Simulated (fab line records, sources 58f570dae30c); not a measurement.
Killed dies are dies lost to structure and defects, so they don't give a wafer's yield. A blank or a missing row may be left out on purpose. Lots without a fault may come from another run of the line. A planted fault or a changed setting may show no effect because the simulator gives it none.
Which tool did it? | flow berkeley_cmos170 | 14 lots, 42 wafers sampled, at 4 steps of a route of 331

WHAT THE GAUGES READ, wafer by wafer
UCB170_M3_CD_MEAS_15: target cd 700 nm.
lot  | measured     | on        | cd_nm (nm)
L922 | day 8 21:35  | cd_sem-01 | 699.9 700.2 701.8
L924 | day 8 22:04  | cd_sem-01 | 698.4 697.6 698.3
L929 | day 10 01:28 | cd_sem-01 | 700.9 700.3 701.2
L927 | day 10 08:24 | cd_sem-02 | 696.7 697.1 698.4
L928 | day 10 03:10 | cd_sem-01 | 700.5 699.3 700.1
L931 | day 10 13:31 | cd_sem-01 | 700.1 701.6 700.3
L930 | day 10 14:04 | cd_sem-01 | 700.9 700.2 699.4
L932 | day 10 23:04 | cd_sem-02 | 700.5 702.0 701.5
L940 | day 11 19:28 | cd_sem-02 | 701.8 701.2 700.2
L939 | day 11 18:13 | cd_sem-01 | 701.8 702.7 702.9
L942 | day 12 18:44 | cd_sem-02 | 700.1 698.2 697.4
L941 | day 12 17:48 | cd_sem-01 | 699.8 701.4 699.6
L943 | day 12 18:24 | cd_sem-02 | 701.9 700.2 700.8
L944 | day 13 11:26 | cd_sem-02 | 698.9 700.9 700.6

UCB170_M3_BOW_MEAS_20.
lot  | measured     | on            | M3_BOW (um)
L922 | day 8 22:11  | film_metro-01 | 25 32 37
L924 | day 8 22:40  | film_metro-02 | 27 35 33
L929 | day 10 02:04 | film_metro-03 | 36 31 38
L927 | day 10 09:00 | film_metro-03 | 26 30 33
L928 | day 10 03:46 | film_metro-02 | 36 30 23
L931 | day 10 14:08 | film_metro-03 | 34 13 32
L930 | day 10 14:40 | film_metro-02 | 24 26 39
L932 | day 10 23:40 | film_metro-03 | 35 31 35
L940 | day 11 20:04 | film_metro-02 | 34 41 33
L939 | day 11 18:49 | film_metro-01 | 31 41 49
L942 | day 12 19:20 | film_metro-01 | 36 32 33
L941 | day 12 18:36 | film_metro-03 | 38 43 38
L943 | day 12 19:00 | film_metro-02 | 20 21 31
L944 | day 13 12:02 | film_metro-03 | 48 42 37

WHICH TOOL RAN EACH LOT (tool, then ch and the chambers of the sampled wafers, then the start)
lot  | UCB170_PVT_DEVELOP_05             | UCB170_M1_METAL_ETCH_12
L922 | litho_track-04 ch 0, day 6 08:00  | rie_metal-02 ch 0,1, day 8 06:18
L924 | litho_track-04 ch 0, day 6 08:00  | rie_metal-01 ch 0,1, day 8 06:54
L929 | litho_track-03 ch 0, day 7 17:00  | rie_metal-01 ch 0,1, day 9 13:12
L927 | litho_track-03 ch 0, day 7 17:00  | rie_metal-02 ch 0,1, day 9 14:52
L928 | litho_track-01 ch 0, day 7 17:00  | rie_metal-03 ch 0,1, day 9 14:19
L931 | litho_track-03 ch 0, day 8 09:00  | rie_metal-02 ch 0,1, day 9 22:07
L930 | litho_track-04, day 8 10:00       | rie_metal-01 ch 0,1, day 9 23:05
L932 | litho_track-03, day 8 18:00       | rie_metal-03 ch 0,1, day 10 10:29
L940 | litho_track-01 ch 0, day 9 16:00  | rie_metal-01 ch 0,1, day 11 07:13
L939 | litho_track-04 ch 0, day 9 16:00  | rie_metal-02 ch 0,1, day 11 05:04
L942 | litho_track-01 ch 0, day 10 11:00 | rie_metal-02 ch 0, day 12 04:58
L941 | litho_track-01 ch 0, day 10 11:00 | rie_metal-01 ch 1, day 12 04:26
L943 | litho_track-04 ch 0, day 10 12:00 | rie_metal-03 ch 0,1, day 12 04:44
L944 | litho_track-03 ch 0, day 11 06:00 | rie_metal-01 ch 0,1, day 12 21:31
- UCB170_PVT_DEVELOP_05: develop time 45 s.
- UCB170_M1_METAL_ETCH_12: etches Al in Cl2/BCl3, stops on PSG, target depth 780 nm, time 130 s.

WHAT THE TOOLS THEMSELVES READ (means of the sampled wafers that have a number; where no wafer has one, the mark that the record gives instead)
UCB170_PVT_DEVELOP_05.
lot  | tool           | chill_plate_temp_C (C)
L922 | litho_track-04 | 23.09
L924 | litho_track-04 | 22.89
L929 | litho_track-03 | 23.18
L927 | litho_track-03 | 22.97
L928 | litho_track-01 | 23.16
L931 | litho_track-03 | 22.96
L930 | litho_track-04 | -
L932 | litho_track-03 | -
L940 | litho_track-01 | 22.95
L939 | litho_track-04 | 23.05
L942 | litho_track-01 | 22.99
L941 | litho_track-01 | 23.01
L943 | litho_track-04 | 23.02
L944 | litho_track-03 | 23.10

UCB170_M1_METAL_ETCH_12.
lot  | tool         | drypump_motor_current_A (A) | oes_product_au (a.u.) | throttle_valve_pct (%)
L922 | rie_metal-02 | 6.0                         | 0.874                 | 24.58
L924 | rie_metal-01 | 5.4                         | 0.849                 | 24.32
L929 | rie_metal-01 | 5.4                         | 0.851                 | 24.32
L927 | rie_metal-02 | 5.7                         | 0.856                 | 24.47
L928 | rie_metal-03 | 5.0                         | 0.851                 | 24.36
L931 | rie_metal-02 | 5.6                         | 0.863                 | 24.47
L930 | rie_metal-01 | 5.4                         | 0.849                 | 24.33
L932 | rie_metal-03 | 5.1                         | 0.858                 | 24.35
L940 | rie_metal-01 | 5.4                         | 0.846                 | 24.32
L939 | rie_metal-02 | 5.7                         | 0.872                 | 24.46
L942 | rie_metal-02 | 6.4                         | 0.870                 | 24.68
L941 | rie_metal-01 | 5.8                         | 0.871                 | 24.29
L943 | rie_metal-03 | 5.1                         | 0.849                 | 24.36
L944 | rie_metal-01 | 5.4                         | 0.848                 | 24.33

THE ANSWER, worked out from the rows above alone
Rule: what is usual is taken from the lots themselves. Put in order of their means at a reading, lots are off if they are a third of the lots or fewer, leave a main group of 4 or more, and stand apart from it by a gap of 3 or more times the standard deviation of the main group's means; of several such gaps the widest counts. A main group whose means are all the same, to the digits that the tables above print for the reading, isn't used. A lot without any number at a reading at which 4 lots or more have one is off too. The other lots that the step has rows for count as sound. The gauges are gone through in route order, then the tools' own readings, and for those a lot's mean is taken as printed above. The first step at which some lot is off is used, and at that step the reading that is off furthest; a lot without a number counts as furthest.
Off: L930, L932, at UCB170_PVT_DEVELOP_05 (chill_plate_temp_C). Without a number there: L930, L932. The main group: mean 23.03 C, standard deviation 0.084.
A tool fits if, at that step or a process step before it, it ran every lot that is off, and no sound lot after the first of them. None of those tried fits.

WHAT THE SIMULATOR HAD PUT IN
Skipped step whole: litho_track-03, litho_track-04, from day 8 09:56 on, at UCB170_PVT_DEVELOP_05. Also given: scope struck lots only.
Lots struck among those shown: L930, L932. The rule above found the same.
